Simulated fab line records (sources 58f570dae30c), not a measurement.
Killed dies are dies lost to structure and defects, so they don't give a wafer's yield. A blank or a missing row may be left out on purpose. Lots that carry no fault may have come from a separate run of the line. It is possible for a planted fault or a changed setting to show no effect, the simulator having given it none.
Problem report, 8D (eight disciplines) form, completed by code | flow berkeleyCmos170 | the parts of the form that need people (team, actions taken, sign-off) are left out

1. WHAT IS WRONG
Mean SPACER_TEOS_THK at UCB170_SPACER_THK_MEAS_01: 351 nm over 3 wafers in 2 lots; fault-free wafers: 377 nm, standard deviation 4.8. Measured from the usual mean, that is -5.3 standard deviations.
First observed at day 8 18:46: wafer L884.1, on filmMetro-03. The record holds 42 wafers of 14 lots with a number at this step. Rule for "out", or "out of limits": more than 4 standard deviations from the usual mean. Any other wafer with a number is counted as sound.

2. WHAT THIS IS AND IS NOT
question                    | is                         | is not
which readings at this step | SPACER_TEOS_THK            | -
which lots                  | L884, L886                 | L875, L876, L877, L878, L879, L880, L881, L882, L885, L887, L893, L894
which wafers of those lots  | L884.1, L886.1, L886.5     | L884.3, L884.6, L886.3
read on which gauges        | filmMetro-01, filmMetro-03 | filmMetro-02
when                        | from day 8 18:46           | up to then (26 sound wafers); but 13 sound wafers of L885, L886, L887, L893, L894 came after

3. WHAT RULES OUT EACH SUSPECT
Counting: a tool at a process step up to the reading stays a suspect if it ran every lot that is out. Sound lots after the first of them don't rule it out here, since some wafers of a struck lot are sound.
- the gauge at UCB170_SPACER_THK_MEAS_01 is ruled out. The wafers that are out were read on 2 gauges (filmMetro-01, filmMetro-03).
- pecvd-04 at UCB170_SPACER_CVD_00 (deposits SiO2 from TEOS/O2, target thk 376 nm, time 47 s): kept. Ran every lot that is out, first one L884 (day 8 18:43); last sound lot up to then L882 (day 8 07:11).
- In pecvd-04 at UCB170_SPACER_CVD_00, the wafers that are out were processed in chamber 2 and their sound lot-mates in chambers 0, 1.
The count leaves pecvd-04 at UCB170_SPACER_CVD_00.

4. THE CAUSE (what the simulator had put in)
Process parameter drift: pecvd-04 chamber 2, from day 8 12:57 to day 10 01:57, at UCB170_SPACER_CVD_00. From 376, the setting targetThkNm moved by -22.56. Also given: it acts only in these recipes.
Only this tool survived the counting.

5. THE CHAIN OF EFFECTS, in route order
One row per reading whose mean, taken over the struck wafers that have a number, lies over 3 standard deviations from the usual. Only readings for which the record gives a usual standard deviation are gone through. hours: the time from each lot's start at the first step in this table that gives one to its start at this step, as a median over the lots. sigmas: the change in usual standard deviations.
hours | step                      | reading         | usual      | on struck wafers | change | sigmas
0     | UCB170_SPACER_THK_MEAS_01 | SPACER_TEOS_THK | 377 nm     | 351              | -26    | -5.3
6     | UCB170_SPACER_ETCHBACK_03 | oesProductAu    | 0.906 a.u. | 0.856            | -0.050 | -3.9
The process steps in it:
- UCB170_SPACER_ETCHBACK_03: etches SiO2 in CHF3/CF4/Ar, stops on Si, target depth 376 nm, time 100 s.

6. WHAT WOULD HAVE CAUGHT IT SOONER
Counted from the fault's start at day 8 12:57, it took 6 hours until the first out-of-limits reading at a measuring or inspecting step in this record, taken at day 8 18:46.
Of the tool readings at UCB170_SPACER_CVD_00 for which the record gives a usual standard deviation, none was out on any struck wafer, so an alarm limit of 4 standard deviations on them would not have fired.
Lots out: 2; of these, L886 started UCB170_SPACER_CVD_00 on pecvd-04 after day 8 18:46. It would have been spared by a hold on the tool at that moment.
